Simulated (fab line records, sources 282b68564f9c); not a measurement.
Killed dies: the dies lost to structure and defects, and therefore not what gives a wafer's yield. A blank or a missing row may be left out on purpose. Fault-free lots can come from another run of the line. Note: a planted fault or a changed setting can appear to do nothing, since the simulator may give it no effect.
What tool caused it? + flow rit cmos + 14 lots with 42 wafers sampled at 3 steps, on a route of 202 steps

WHAT THE GAUGES SHOWED, per wafer
RIT_PLDD_OVL_MEAS_06. Usual: PLDD_OVL gives -0.4 nm (standard deviation 1.3).
| lot  | measured    | on         | PLDD_OVL (nm)  | flag |
|------|-------------|------------|----------------|------|
| L790 | day 2 21:43 | overlay-01 | 1.9 0.6 0.1    |      |
| L791 | day 3 01:52 | overlay-01 | -1.3 -0.8 -0.7 |      |
| L794 | day 3 20:56 | overlay-01 | -0.2 0.1 0.0   |      |
| L795 | day 3 22:43 | overlay-01 | -0.1 -1.3 -2.4 |      |
| L796 | day 4 06:06 | overlay-01 | -2.3 -1.4 -1.9 |      |
| L798 | day 4 13:44 | overlay-01 | -1.6 -0.6 -2.1 |      |
| L802 | day 5 10:40 | overlay-02 | 1.8 0.7 1.5    |      |
| L804 | day 5 18:44 | overlay-01 | -1.1 -0.5 -2.0 |      |
| L805 | day 5 22:54 | overlay-01 | 1.1 2.3 0.4    |      |
| L806 | day 6 05:34 | overlay-01 | 2.2 3.7 2.2    |      |
| L807 | day 6 09:20 | overlay-01 | 1.8 0.6 1.1    |      |
| L808 | day 6 20:28 | overlay-01 | -2.2 -0.9 -1.5 |      |
| L809 | day 7 01:54 | overlay-01 | -0.3 -1.8 -1.6 |      |
| L812 | day 7 15:41 | overlay-01 | 1.3 -1.0 -0.4  |      |

WHICH TOOL RAN EACH LOT (tool, then ch and the chambers of the sampled wafers, then the start)
| lot  | RIT_ACTIVE_ETCH_13                | RIT_PWELL_EXPOSE_03                |
|------|-----------------------------------|------------------------------------|
| L790 | rie diel-02 ch 1,2,3, day 1 14:43 | iline stepper-02 ch 0, day 1 23:52 |
| L791 | rie diel-02 ch 0,3, day 1 20:42   | iline stepper-02 ch 0, day 2 03:52 |
| L794 | rie diel-03 ch 1,2,3, day 2 14:08 | iline stepper-01, day 2 23:08      |
| L795 | rie diel-04 ch 0,2,3, day 2 16:10 | iline stepper-01, day 3 01:19      |
| L796 | rie diel-02 ch 1,2,3, day 2 21:31 | iline stepper-02 ch 0, day 3 04:53 |
| L798 | rie diel-03 ch 0,1, day 3 06:52   | iline stepper-01 ch 0, day 3 15:46 |
| L802 | rie diel-03 ch 0,1,2, day 4 04:04 | iline stepper-01 ch 0, day 4 12:01 |
| L804 | rie diel-03 ch 2,3, day 4 13:44   | iline stepper-01 ch 0, day 4 21:51 |
| L805 | rie diel-03 ch 0,1,3, day 4 18:32 | iline stepper-01 ch 0, day 5 01:23 |
| L806 | rie diel-03 ch 0,2,3, day 4 23:15 | iline stepper-01 ch 0, day 5 08:32 |
| L807 | rie diel-04 ch 0,1, day 5 05:29   | iline stepper-02 ch 0, day 5 12:45 |
| L808 | rie diel-03 ch 2,3, day 5 09:18   | iline stepper-02 ch 0, day 5 17:08 |
| L809 | rie diel-03 ch 2,3, day 5 13:47   | iline stepper-01 ch 0, day 5 22:16 |
| L812 | rie diel-04 ch 0,1, day 6 04:53   | iline stepper-02 ch 0, day 6 15:01 |
- RIT_ACTIVE_ETCH_13: etches Si3N4 in SF6, stops on SiO2, time 210 s, target depth 210 nm.
- RIT_PWELL_EXPOSE_03: exposes mask M3, target cd 43700 nm.

AS READ BY THE TOOLS THEMSELVES (means over the sampled wafers that have a number; for cases with no such wafer, the mark the record gives instead)
RIT_ACTIVE_ETCH_13. Usual: drypump motor current A 5.5 A, standard deviation 0.36; oes product au 0.819 a.u., standard deviation 0.014; throttle valve pct 7.52 %, standard deviation 0.095.
| lot  | tool        | drypump motor current A (A) | oes product au (a.u.) | throttle valve pct (%) | flag |
|------|-------------|-----------------------------|-----------------------|------------------------|------|
| L790 | rie diel-02 | 5.4                         | 0.828                 | 7.55                   |      |
| L791 | rie diel-02 | 5.5                         | 0.801                 | 7.41                   |      |
| L794 | rie diel-03 | 5.5                         | 0.832                 | 7.53                   |      |
| L795 | rie diel-04 | 5.6                         | 0.804                 | 7.56                   |      |
| L796 | rie diel-02 | 5.3                         | 0.821                 | 7.55                   |      |
| L798 | rie diel-03 | 5.5                         | 0.828                 | 7.60                   |      |
| L802 | rie diel-03 | 5.6                         | 0.826                 | 7.56                   |      |
| L804 | rie diel-03 | 5.4                         | 0.830                 | 7.50                   |      |
| L805 | rie diel-03 | 5.5                         | 0.818                 | 7.57                   |      |
| L806 | rie diel-03 | 5.5                         | 0.815                 | 7.53                   |      |
| L807 | rie diel-04 | 5.8                         | 0.816                 | 7.45                   |      |
| L808 | rie diel-03 | 5.4                         | 0.821                 | 7.49                   |      |
| L809 | rie diel-03 | 5.5                         | 0.820                 | 7.49                   |      |
| L812 | rie diel-04 | 5.8                         | 0.811                 | 7.42                   |      |

RIT_PWELL_EXPOSE_03. Usual: exposure dose mJ cm2 249.97, standard deviation 0.25; focus offset nm 0.0 nm, standard deviation 0.53.
| lot  | tool             | exposure dose mJ cm2 | focus offset nm (nm) | flag |
|------|------------------|----------------------|----------------------|------|
| L790 | iline stepper-02 | 250.20               | -0.2                 |      |
| L791 | iline stepper-02 | 250.12               | -0.5                 |      |
| L794 | iline stepper-01 | -                    | -                    | OFF  |
| L795 | iline stepper-01 | -                    | -                    | OFF  |
| L796 | iline stepper-02 | 249.79               | 0.6                  |      |
| L798 | iline stepper-01 | 250.34               | 0.3                  |      |
| L802 | iline stepper-01 | 250.27               | 0.4                  |      |
| L804 | iline stepper-01 | 249.94               | -0.6                 |      |
| L805 | iline stepper-01 | 249.89               | -0.6                 |      |
| L806 | iline stepper-01 | 250.09               | -0.5                 |      |
| L807 | iline stepper-02 | 249.73               | 0.3                  |      |
| L808 | iline stepper-02 | 249.96               | -0.1                 |      |
| L809 | iline stepper-01 | 250.07               | 0.6                  |      |
| L812 | iline stepper-02 | 249.77               | 0.1                  |      |

THE ANSWER, worked out from the rows above alone
Rule: take the mean of a lot's wafers that have a number; if it is more than 3 standard deviations from the usual mean, the lot is off. Also off: a lot with no number at a reading for which 4 or more lots have one. All remaining lots with rows at the step are treated as sound. After the gauges, taken in route order, come the tools' own readings; for these a lot's mean is taken, as printed above. At the first step where some lot is off, the reading lying furthest off is the one used; lots without a number count as furthest.
Off, at RIT_PWELL_EXPOSE_03 on exposure dose mJ cm2: L794, L795. Without a number there: L794, L795.
If a tool, at that step or one of the process steps before it, ran each lot that is off and ran no sound lot following the first of them, it fits. Not one of the candidates tried fits.

WHAT HAD BEEN PUT IN BY THE SIMULATOR
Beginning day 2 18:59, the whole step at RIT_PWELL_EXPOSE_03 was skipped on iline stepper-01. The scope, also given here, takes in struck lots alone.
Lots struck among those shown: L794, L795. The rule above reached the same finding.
